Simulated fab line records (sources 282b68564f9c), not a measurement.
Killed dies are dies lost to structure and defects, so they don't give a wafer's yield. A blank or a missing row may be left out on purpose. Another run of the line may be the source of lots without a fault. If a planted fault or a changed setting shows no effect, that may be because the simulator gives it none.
A struck lot beside a sound one / flow rit cmos / 21 out of 202 route steps
Sound: these wafers, L209.2, L209.5, L209.6. Struck: wafers L204.1, L204.5, L204.6. Last of all comes the cause.
At each step with rows: each side's tool, then ch and its chambers, then its first start. Under that, the readings that differ: sound wafers / struck wafers / difference of the means / sigmas: that difference in standard deviations of wafers without a fault.
alike: readings with means less than 2 such deviations apart, plus words and numbers identical on both sides. not compared: withheld readings, readings lacking a value on some wafer, bounds such as >300 that could conceal the same value, and numbers that have no deviation in the record and whose values overlap.
Wherever a step has rows on one side only, a row that says differs or no value, or a row with sigmas, the two part there. Numbers that don't overlap but have no deviation are shown without sigmas and don't part them. Lack of a reading on every wafer of one side parts them only where that side has two or more wafers.

first, 3 steps without rows for these wafers: RIT_PWELL_EXPOSE_03 (exposes mask M3, target cd 43700 nm); RIT_PWELL_PEB_04; RIT_PWELL_DEVELOP_05 (develop time 68 s).
RIT_PWELL_OVL_MEAS_06:
  sound: overlay-01 at day 4 03:35; struck: overlay-01 at day 3 02:08
  alike: PWELL_OVL
then, 2 steps without rows for these wafers: RIT_PWELL_HARDBAKE_07 (time 120 s); RIT_PWELL_IMPLANT_08.
RIT_PWELL_STRIP_09: strips in O2, time 180 s.
  sound on plasma asher-04 ch 0,1, day 4 04:01; struck on plasma asher-02 ch 0,1, day 3 02:34
  alike: chamber pressure mTorr, drypump motor current A, rf refl power W
  not compared: rf hours counter h
RIT_PWELL_TW_MEAS_10:
  sound: film metro-01 at day 4 04:12; struck: film metro-04 at day 3 02:44
  alike: PWELL_TW
then, 1 step without rows for these wafers: RIT_WELLDRIVE_ANNEAL_00 (time 14700 s).
RIT_WELLDRIVE_RS_MEAS_01: the measuring method here is four-point-probe.
  sound: film metro-01 at day 4 09:57; struck: film metro-01 at day 3 09:08
  alike: NWELL_RS
RIT_WELLDRIVE_RS_MEAS_02: the measuring method here is four-point-probe.
  sound: film metro-01 at day 4 10:04; struck: film metro-01 at day 3 09:16
  alike: PWELL_RS
then, 1 step without rows for these wafers: RIT_NRETRO_HMDS_00 (prime time 60 s).
RIT_NRETRO_COAT_01: resist thk 1300 nm.
  sound on litho track-02 ch 0, day 4 10:21; struck on litho track-01 ch 0, day 3 09:32
reading=dispense pressure kPa (kPa); sound=48.1 48.2 48.2; struck=54.2 54.2 54.2; difference=+6.0; sigmas=+2
reading=model.NOVOLAK_of_NRETRO_COAT_01.thk nm (nm); sound=1302 1303 1301; struck=1375 1371 1366; difference=+69; sigmas=
then, 4 steps without rows for these wafers: RIT_NRETRO_SOFTBAKE_02 (time 60 s); RIT_NRETRO_EXPOSE_03 (exposes mask M4, target cd 43900 nm); RIT_NRETRO_PEB_04; RIT_NRETRO_DEVELOP_05 (develop time 68 s).
RIT_NRETRO_OVL_MEAS_06:
  sound: overlay-01 at day 4 11:04; struck: overlay-01 at day 3 10:23
reading=NRETRO_OVL (nm); sound=2.5 1.1 1.3; struck=-0.4 -1.5 -2.3; difference=-3.0; sigmas=-2
RIT_NRETRO_HARDBAKE_07: time 120 s.
  sound on litho track-01 ch 0, day 4 11:08; struck on litho track-02 ch 0, day 3 10:25
reading=model.NOVOLAK_of_NRETRO_COAT_01.thk nm (nm); sound=1138 1140 1137; struck=1201 1198 1194; difference=+59; sigmas=
next, for these wafers, 1 step has no rows: RIT_NRETRO_IMPLANT_08.
RIT_M1_PROBE_99:
  sound: prober-02 at day 5 17:07; struck: prober-01 at day 4 16:02
  alike: killed at front end, killed dies, killed open, killed short

WHERE THEY PART
Earliest at RIT_NRETRO_COAT_01; latest, in this record, at RIT_NRETRO_OVL_MEAS_06. Later steps at which nothing parts them and some readings are alike: RIT_M1_PROBE_99.

WHY: what had been put in by the simulator
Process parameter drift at RIT_NRETRO_COAT_01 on litho track-01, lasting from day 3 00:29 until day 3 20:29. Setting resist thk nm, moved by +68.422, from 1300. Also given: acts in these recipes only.
